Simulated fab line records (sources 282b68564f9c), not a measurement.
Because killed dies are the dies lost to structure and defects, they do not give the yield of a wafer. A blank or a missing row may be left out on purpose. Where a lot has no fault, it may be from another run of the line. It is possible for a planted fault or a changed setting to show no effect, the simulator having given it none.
fab line records / flow ritCmos
record: lots: 15 wafers: 45 lastDay: 7
route steps=202 shown PLDD@122
lots that met no fault: from a run of the same line without faults
startH: the number of hours between the record's first day and the start of the first shown wafer of the lot / waitH: hours elapsed since this lot's preceding step / " repeats the value in the row above / L1.1+2: a row that stands for several wafers / - value missing, or start not given / * or withheld: withheld / < > ~ a bound
route shown NAME@n: a module of which the file shows steps, and the number in the route of the first / usual: mean and standard deviation over wafers with no fault / same: alike in all rows / chamber/n: place in a boat / sites: the reading at each site / _std_site: standard deviation across them / _edge_site: mean of outer sites minus mean of inner sites / radiusMm: for every site, how far away it sits from the centre of the wafer / mask NAME#n: copy n / behind: the tool/chamber that last shaped the wafer / hold: why the lot went on hold/how many hours it stayed there/how the hold came to an end / device: which transistor (n, p or np) failed to switch / end of line: the same wafers' tests at the end of the route / for a step that has no rows: nothing shown but its recipe / killed: at the first sort, the dies lost to defects and structure; wafer yield is something else / map: the dies of a wafer, with x for killed, . for not killed, _ for no die there
set.NAME: the setting as run; set.NAME@STEP: as run at that earlier step / model.NAME: the simulator's own value behind a step, which no gauge read
the route's steps for a sample of lots (tables are steps, rows are wafers)
services: a tool's chamber out of use, with start hour (startH, from the record's first day; less than 0 if before it), hours out, and reason
== steps ==
step: RIT_PLDD_IMPLANT_08
recipe: species: BF2 energyKev: 20 doseCm2: 9e+14 tiltDeg: 7
usual: beamEnergyKeV: 19.999/0.0066 beamOnS: 9.98/0.19
same: implantIonAmu: 49
lot.wafer=L803.1 tool=implanter-03 chamber=0 startH=69.71 waitH=0.1 beamEnergyKeV=20.009 beamOnS=10.00
lot.wafer=L803.2 tool=implanter-03 chamber=0 startH=69.71 waitH=0.1 beamEnergyKeV=20.002 beamOnS=9.80
lot.wafer=L803.4 tool=implanter-03 chamber=0 startH=69.71 waitH=0.1 beamEnergyKeV=20.007 beamOnS=10.48
lot.wafer=L804.1 tool=implanter-04 chamber=0 startH=73.38 waitH=0.1 beamEnergyKeV=20.003 beamOnS=10.02
lot.wafer=L804.2 tool=implanter-04 chamber=0 startH=73.38 waitH=0.1 beamEnergyKeV=20.001 beamOnS=9.65
lot.wafer=L804.4 tool=implanter-04 chamber=0 startH=73.38 waitH=0.1 beamEnergyKeV=20.001 beamOnS=9.93
lot.wafer=L805.3 tool=implanter-04 chamber=0 startH=80.63 waitH=0.1 beamEnergyKeV=20.002 beamOnS=10.05
lot.wafer=L805.5 tool=implanter-04 chamber=0 startH=80.63 waitH=0.1 beamEnergyKeV=20.001 beamOnS=10.09
lot.wafer=L805.6 tool=implanter-04 chamber=0 startH=80.63 waitH=0.1 beamEnergyKeV=19.996 beamOnS=10.13
lot.wafer=L806.3 tool=implanter-04 chamber=0 startH=87.45 waitH=0.1 beamEnergyKeV=20.005 beamOnS=10.16
lot.wafer=L806.5 tool=implanter-04 chamber=0 startH=87.45 waitH=0.1 beamEnergyKeV=20.000 beamOnS=10.34
lot.wafer=L806.6 tool=implanter-04 chamber=0 startH=87.45 waitH=0.1 beamEnergyKeV=20.003 beamOnS=10.22
lot.wafer=L808.2 tool=implanter-04 chamber=0 startH=94.17 waitH=0.1 beamEnergyKeV=20.002 beamOnS=10.10
lot.wafer=L808.5 tool=implanter-04 chamber=0 startH=94.17 waitH=0.1 beamEnergyKeV=20.002 beamOnS=10.05
lot.wafer=L808.6 tool=implanter-04 chamber=0 startH=94.17 waitH=0.1 beamEnergyKeV=20.002 beamOnS=9.79
lot.wafer=L809.2 tool=implanter-04 chamber=0 startH=99.99 waitH=0.1 beamEnergyKeV=20.012 beamOnS=9.97
lot.wafer=L809.3 tool=implanter-04 chamber=0 startH=99.99 waitH=0.1 beamEnergyKeV=20.008 beamOnS=9.86
lot.wafer=L809.4 tool=implanter-04 chamber=0 startH=99.99 waitH=0.1 beamEnergyKeV=20.008 beamOnS=10.14
lot.wafer=L811.3 tool=implanter-03 chamber=0 startH=108.87 waitH=0.1 beamEnergyKeV=20.008 beamOnS=10.14
lot.wafer=L811.4 tool=implanter-03 chamber=0 startH=108.87 waitH=0.1 beamEnergyKeV=20.001 beamOnS=9.79
lot.wafer=L811.5 tool=implanter-03 chamber=0 startH=108.87 waitH=0.1 beamEnergyKeV=20.004 beamOnS=10.12
lot.wafer=L812.2 tool=implanter-03 chamber=0 startH=111.33 waitH=0.1 beamEnergyKeV=20.004 beamOnS=9.90
lot.wafer=L812.3 tool=implanter-03 chamber=0 startH=111.33 waitH=0.1 beamEnergyKeV=20.001 beamOnS=10.11
lot.wafer=L812.6 tool=implanter-03 chamber=0 startH=111.33 waitH=0.1 beamEnergyKeV=19.999 beamOnS=9.98
lot.wafer=L813.1 tool=implanter-03 chamber=0 startH=118.20 waitH=0.1 beamEnergyKeV=20.001 beamOnS=10.17
lot.wafer=L813.3 tool=implanter-03 chamber=0 startH=118.20 waitH=0.1 beamEnergyKeV=20.005 beamOnS=9.85
lot.wafer=L813.4 tool=implanter-03 chamber=0 startH=118.20 waitH=0.1 beamEnergyKeV=19.991 beamOnS=9.90
lot.wafer=L814.1 tool=implanter-03 chamber=0 startH=124.21 waitH=0.1 beamEnergyKeV=20.004 beamOnS=10.43
lot.wafer=L814.2 tool=implanter-03 chamber=0 startH=124.21 waitH=0.1 beamEnergyKeV=20.003 beamOnS=9.98
lot.wafer=L814.5 tool=implanter-03 chamber=0 startH=124.21 waitH=0.1 beamEnergyKeV=19.997 beamOnS=9.55
lot.wafer=L817.3 tool=implanter-01 chamber=0 startH=139.24 waitH=0.1 beamEnergyKeV=19.993 beamOnS=9.69
lot.wafer=L817.4 tool=implanter-01 chamber=0 startH=139.24 waitH=0.1 beamEnergyKeV=20.006 beamOnS=10.01
lot.wafer=L817.6 tool=implanter-01 chamber=0 startH=139.24 waitH=0.1 beamEnergyKeV=20.002 beamOnS=9.79
lot.wafer=L818.1 tool=implanter-03 chamber=0 startH=140.22 waitH=0.1 beamEnergyKeV=16.397 beamOnS=10.24
lot.wafer=L818.2 tool=implanter-03 chamber=0 startH=140.22 waitH=0.1 beamEnergyKeV=16.405 beamOnS=10.10
lot.wafer=L818.6 tool=implanter-03 chamber=0 startH=140.22 waitH=0.1 beamEnergyKeV=16.389 beamOnS=10.06
lot.wafer=L820.2 tool=implanter-03 chamber=0 startH=152.35 waitH=0.1 beamEnergyKeV=16.384 beamOnS=9.91
lot.wafer=L820.5 tool=implanter-03 chamber=0 startH=152.35 waitH=0.1 beamEnergyKeV=16.395 beamOnS=10.23
lot.wafer=L820.6 tool=implanter-03 chamber=0 startH=152.35 waitH=0.1 beamEnergyKeV=16.394 beamOnS=10.07
lot.wafer=L821.1 tool=implanter-03 chamber=0 startH=154.48 waitH=0.1 beamEnergyKeV=16.392 beamOnS=9.99
lot.wafer=L821.3 tool=implanter-03 chamber=0 startH=154.48 waitH=0.1 beamEnergyKeV=16.396 beamOnS=9.71
lot.wafer=L821.6 tool=implanter-03 chamber=0 startH=154.48 waitH=0.1 beamEnergyKeV=16.399 beamOnS=10.11
lot.wafer=L822.2 tool=implanter-04 chamber=0 startH=163.29 waitH=0.1 beamEnergyKeV=19.996 beamOnS=9.76
lot.wafer=L822.5 tool=implanter-04 chamber=0 startH=163.29 waitH=0.1 beamEnergyKeV=20.003 beamOnS=10.11
lot.wafer=L822.6 tool=implanter-04 chamber=0 startH=163.29 waitH=0.1 beamEnergyKeV=20.007 beamOnS=9.89
step: RIT_PLDD_TW_MEAS_10
usual: PLDD_TW: 2337/10
lot.wafer=L803.1 tool=filmMetro-03 chamber=- startH=70.04 waitH=0.1 PLDD_TW=2322
lot.wafer=L803.2 tool=filmMetro-03 chamber=- startH=70.04 waitH=0.1 PLDD_TW=2324
lot.wafer=L803.4 tool=filmMetro-03 chamber=- startH=70.04 waitH=0.1 PLDD_TW=2334
lot.wafer=L804.1 tool=filmMetro-03 chamber=- startH=73.71 waitH=0.1 PLDD_TW=2336
lot.wafer=L804.2 tool=filmMetro-03 chamber=- startH=73.71 waitH=0.1 PLDD_TW=2345
lot.wafer=L804.4 tool=filmMetro-03 chamber=- startH=73.71 waitH=0.1 PLDD_TW=2343
lot.wafer=L805.3 tool=filmMetro-02 chamber=- startH=80.93 waitH=0.1 PLDD_TW=2317
lot.wafer=L805.5 tool=filmMetro-02 chamber=- startH=80.93 waitH=0.1 PLDD_TW=2317
lot.wafer=L805.6 tool=filmMetro-02 chamber=- startH=80.93 waitH=0.1 PLDD_TW=2311
lot.wafer=L806.3 tool=filmMetro-03 chamber=- startH=87.74 waitH=0.1 PLDD_TW=2340
lot.wafer=L806.5 tool=filmMetro-03 chamber=- startH=87.74 waitH=0.1 PLDD_TW=2348
lot.wafer=L806.6 tool=filmMetro-03 chamber=- startH=87.74 waitH=0.1 PLDD_TW=2333
lot.wafer=L808.2 tool=filmMetro-01 chamber=- startH=94.60 waitH=0.1 PLDD_TW=2328
lot.wafer=L808.5 tool=filmMetro-01 chamber=- startH=94.60 waitH=0.1 PLDD_TW=2336
lot.wafer=L808.6 tool=filmMetro-01 chamber=- startH=94.60 waitH=0.1 PLDD_TW=2342
lot.wafer=L809.2 tool=filmMetro-01 chamber=- startH=100.30 waitH=0.1 PLDD_TW=2338
lot.wafer=L809.3 tool=filmMetro-01 chamber=- startH=100.30 waitH=0.1 PLDD_TW=2326
lot.wafer=L809.4 tool=filmMetro-01 chamber=- startH=100.30 waitH=0.1 PLDD_TW=2339
lot.wafer=L811.3 tool=filmMetro-02 chamber=- startH=109.16 waitH=0.1 PLDD_TW=2342
lot.wafer=L811.4 tool=filmMetro-02 chamber=- startH=109.16 waitH=0.1 PLDD_TW=2331
lot.wafer=L811.5 tool=filmMetro-02 chamber=- startH=109.16 waitH=0.1 PLDD_TW=2338
lot.wafer=L812.2 tool=filmMetro-03 chamber=- startH=111.64 waitH=0.1 PLDD_TW=2335
lot.wafer=L812.3 tool=filmMetro-03 chamber=- startH=111.64 waitH=0.1 PLDD_TW=2340
lot.wafer=L812.6 tool=filmMetro-03 chamber=- startH=111.64 waitH=0.1 PLDD_TW=2335
lot.wafer=L813.1 tool=filmMetro-02 chamber=- startH=118.52 waitH=0.1 PLDD_TW=2345
lot.wafer=L813.3 tool=filmMetro-02 chamber=- startH=118.52 waitH=0.1 PLDD_TW=2347
lot.wafer=L813.4 tool=filmMetro-02 chamber=- startH=118.52 waitH=0.1 PLDD_TW=2349
lot.wafer=L814.1 tool=filmMetro-02 chamber=- startH=124.53 waitH=0.1 PLDD_TW=2345
lot.wafer=L814.2 tool=filmMetro-02 chamber=- startH=124.53 waitH=0.1 PLDD_TW=2347
lot.wafer=L814.5 tool=filmMetro-02 chamber=- startH=124.53 waitH=0.1 PLDD_TW=2341
lot.wafer=L817.3 tool=filmMetro-03 chamber=- startH=139.53 waitH=0.1 PLDD_TW=2353
lot.wafer=L817.4 tool=filmMetro-03 chamber=- startH=139.53 waitH=0.1 PLDD_TW=2339
lot.wafer=L817.6 tool=filmMetro-03 chamber=- startH=139.53 waitH=0.1 PLDD_TW=2333
lot.wafer=L818.1 tool=filmMetro-01 chamber=- startH=140.55 waitH=0.1 PLDD_TW=2202
lot.wafer=L818.2 tool=filmMetro-01 chamber=- startH=140.55 waitH=0.1 PLDD_TW=2213
lot.wafer=L818.6 tool=filmMetro-01 chamber=- startH=140.55 waitH=0.1 PLDD_TW=2215
lot.wafer=L820.2 tool=filmMetro-03 chamber=- startH=152.66 waitH=0.1 PLDD_TW=2225
lot.wafer=L820.5 tool=filmMetro-03 chamber=- startH=152.66 waitH=0.1 PLDD_TW=2221
lot.wafer=L820.6 tool=filmMetro-03 chamber=- startH=152.66 waitH=0.1 PLDD_TW=2206
lot.wafer=L821.1 tool=filmMetro-02 chamber=- startH=154.81 waitH=0.1 PLDD_TW=2207
lot.wafer=L821.3 tool=filmMetro-02 chamber=- startH=154.81 waitH=0.1 PLDD_TW=2218
lot.wafer=L821.6 tool=filmMetro-02 chamber=- startH=154.81 waitH=0.1 PLDD_TW=2210
lot.wafer=L822.2 tool=filmMetro-02 chamber=- startH=163.60 waitH=0.1 PLDD_TW=2334
lot.wafer=L822.5 tool=filmMetro-02 chamber=- startH=163.60 waitH=0.1 PLDD_TW=2345
lot.wafer=L822.6 tool=filmMetro-02 chamber=- startH=163.60 waitH=0.1 PLDD_TW=2346
step: RIT_SDANNEAL_RS_MEAS_06
recipe: thkMeasGauge: four-point-probe
usual: PLDD_RS: 178.7/0.52
lot.wafer=L803.1 tool=filmMetro-02 chamber=- startH=76.10 waitH=0.1 PLDD_RS[ohm/sq]=179.4
lot.wafer=L803.2 tool=filmMetro-02 chamber=- startH=76.10 waitH=0.1 PLDD_RS[ohm/sq]=179.4
lot.wafer=L803.4 tool=filmMetro-02 chamber=- startH=76.10 waitH=0.1 PLDD_RS[ohm/sq]=179.4
lot.wafer=L804.1 tool=filmMetro-01 chamber=- startH=80.90 waitH=0.1 PLDD_RS[ohm/sq]=178.6
lot.wafer=L804.2 tool=filmMetro-01 chamber=- startH=80.90 waitH=0.1 PLDD_RS[ohm/sq]=178.1
lot.wafer=L804.4 tool=filmMetro-01 chamber=- startH=80.90 waitH=0.1 PLDD_RS[ohm/sq]=178.6
lot.wafer=L805.3 tool=filmMetro-01 chamber=- startH=87.38 waitH=0.1 PLDD_RS[ohm/sq]=179.0
lot.wafer=L805.5 tool=filmMetro-01 chamber=- startH=87.38 waitH=0.1 PLDD_RS[ohm/sq]=179.1
lot.wafer=L805.6 tool=filmMetro-01 chamber=- startH=87.38 waitH=0.1 PLDD_RS[ohm/sq]=178.6
lot.wafer=L806.3 tool=filmMetro-01 chamber=- startH=94.08 waitH=0.1 PLDD_RS[ohm/sq]=178.5
lot.wafer=L806.5 tool=filmMetro-01 chamber=- startH=94.08 waitH=0.1 PLDD_RS[ohm/sq]=178.1
lot.wafer=L806.6 tool=filmMetro-01 chamber=- startH=94.08 waitH=0.1 PLDD_RS[ohm/sq]=178.4
lot.wafer=L808.2 tool=filmMetro-02 chamber=- startH=101.36 waitH=0.1 PLDD_RS[ohm/sq]=179.0
lot.wafer=L808.5 tool=filmMetro-02 chamber=- startH=101.36 waitH=0.1 PLDD_RS[ohm/sq]=178.7
lot.wafer=L808.6 tool=filmMetro-02 chamber=- startH=101.36 waitH=0.1 PLDD_RS[ohm/sq]=178.8
lot.wafer=L809.2 tool=filmMetro-02 chamber=- startH=107.57 waitH=0.1 PLDD_RS[ohm/sq]=179.6
lot.wafer=L809.3 tool=filmMetro-02 chamber=- startH=107.57 waitH=0.1 PLDD_RS[ohm/sq]=179.2
lot.wafer=L809.4 tool=filmMetro-02 chamber=- startH=107.57 waitH=0.1 PLDD_RS[ohm/sq]=179.4
lot.wafer=L811.3 tool=filmMetro-01 chamber=- startH=115.50 waitH=0.1 PLDD_RS[ohm/sq]=177.8
lot.wafer=L811.4 tool=filmMetro-01 chamber=- startH=115.50 waitH=0.1 PLDD_RS[ohm/sq]=177.5
lot.wafer=L811.5 tool=filmMetro-01 chamber=- startH=115.50 waitH=0.1 PLDD_RS[ohm/sq]=177.8
lot.wafer=L812.2 tool=filmMetro-01 chamber=- startH=118.79 waitH=0.1 PLDD_RS[ohm/sq]=178.4
lot.wafer=L812.3 tool=filmMetro-01 chamber=- startH=118.79 waitH=0.1 PLDD_RS[ohm/sq]=178.2
lot.wafer=L812.6 tool=filmMetro-01 chamber=- startH=118.79 waitH=0.1 PLDD_RS[ohm/sq]=178.6
lot.wafer=L813.1 tool=filmMetro-02 chamber=- startH=125.99 waitH=0.1 PLDD_RS[ohm/sq]=178.0
lot.wafer=L813.3 tool=filmMetro-02 chamber=- startH=125.99 waitH=0.1 PLDD_RS[ohm/sq]=178.1
lot.wafer=L813.4 tool=filmMetro-02 chamber=- startH=125.99 waitH=0.1 PLDD_RS[ohm/sq]=179.0
lot.wafer=L814.1 tool=filmMetro-01 chamber=- startH=130.85 waitH=0.1 PLDD_RS[ohm/sq]=178.8
lot.wafer=L814.2 tool=filmMetro-01 chamber=- startH=130.85 waitH=0.1 PLDD_RS[ohm/sq]=178.9
lot.wafer=L814.5 tool=filmMetro-01 chamber=- startH=130.85 waitH=0.1 PLDD_RS[ohm/sq]=179.1
lot.wafer=L817.3 tool=filmMetro-01 chamber=- startH=145.75 waitH=0.1 PLDD_RS[ohm/sq]=179.0
lot.wafer=L817.4 tool=filmMetro-01 chamber=- startH=145.75 waitH=0.1 PLDD_RS[ohm/sq]=179.0
lot.wafer=L817.6 tool=filmMetro-01 chamber=- startH=145.75 waitH=0.1 PLDD_RS[ohm/sq]=178.3
lot.wafer=L818.1 tool=filmMetro-01 chamber=- startH=147.83 waitH=0.1 PLDD_RS[ohm/sq]=191.2
lot.wafer=L818.2 tool=filmMetro-01 chamber=- startH=147.83 waitH=0.1 PLDD_RS[ohm/sq]=191.9
lot.wafer=L818.6 tool=filmMetro-01 chamber=- startH=147.83 waitH=0.1 PLDD_RS[ohm/sq]=191.4
lot.wafer=L820.2 tool=filmMetro-03 chamber=- startH=158.81 waitH=0.1 PLDD_RS[ohm/sq]=191.8
lot.wafer=L820.5 tool=filmMetro-03 chamber=- startH=158.81 waitH=0.1 PLDD_RS[ohm/sq]=191.9
lot.wafer=L820.6 tool=filmMetro-03 chamber=- startH=158.81 waitH=0.1 PLDD_RS[ohm/sq]=193.0
lot.wafer=L821.1 tool=filmMetro-01 chamber=- startH=162.83 waitH=0.1 PLDD_RS[ohm/sq]=191.8
lot.wafer=L821.3 tool=filmMetro-01 chamber=- startH=162.83 waitH=0.1 PLDD_RS[ohm/sq]=192.1
lot.wafer=L821.6 tool=filmMetro-01 chamber=- startH=162.83 waitH=0.1 PLDD_RS[ohm/sq]=192.3
lot.wafer=L822.2 tool=filmMetro-01 chamber=- startH=169.92 waitH=0.1 PLDD_RS[ohm/sq]=178.9
lot.wafer=L822.5 tool=filmMetro-01 chamber=- startH=169.92 waitH=0.1 PLDD_RS[ohm/sq]=178.3
lot.wafer=L822.6 tool=filmMetro-01 chamber=- startH=169.92 waitH=0.1 PLDD_RS[ohm/sq]=179.1
== services ==
tool=implanter-04 chamber=- startH=135.25 hours=3.4 kind=pm
tool=implanter-04 chamber=- startH=140.59 hours=3.8 kind=repair
== key ==
firstSign: step: RIT_PLDD_IMPLANT_08 reading: beamEnergyKeV direction: down sigmas: 99+ usual: 19.999 struck: 16.395
effect: step: RIT_PLDD_TW_MEAS_10 reading: PLDD_TW direction: down sigmas: 12 usual: 2337 struck: 2213
effect: step: RIT_SDANNEAL_RS_MEAS_06 reading: PLDD_RS direction: up sigmas: 25 usual: 178.7 struck: 191.9
metAt RIT_PLDD_IMPLANT_08
struckLots L818,L820,L821
testerLeftOut L818,L820,L821
onsetBetween 124.21 140.22
fault: kind: processParameterDrift tool: implanter-03 chamber: - onsetH: 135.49 steps: RIT_PLDD_IMPLANT_08 channel: energyKev offset: -3.6 shape: step endH: 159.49 actsIn: theseRecipesOnly stated: 20
testerLeftOut: of these lots the tester's yield and bins aren't shown, on N5 and GAA mostly nor the transistor test; their killed dies are dies lost to structure and defects alone, not to doping, threshold or leakage, so they don't give the yield
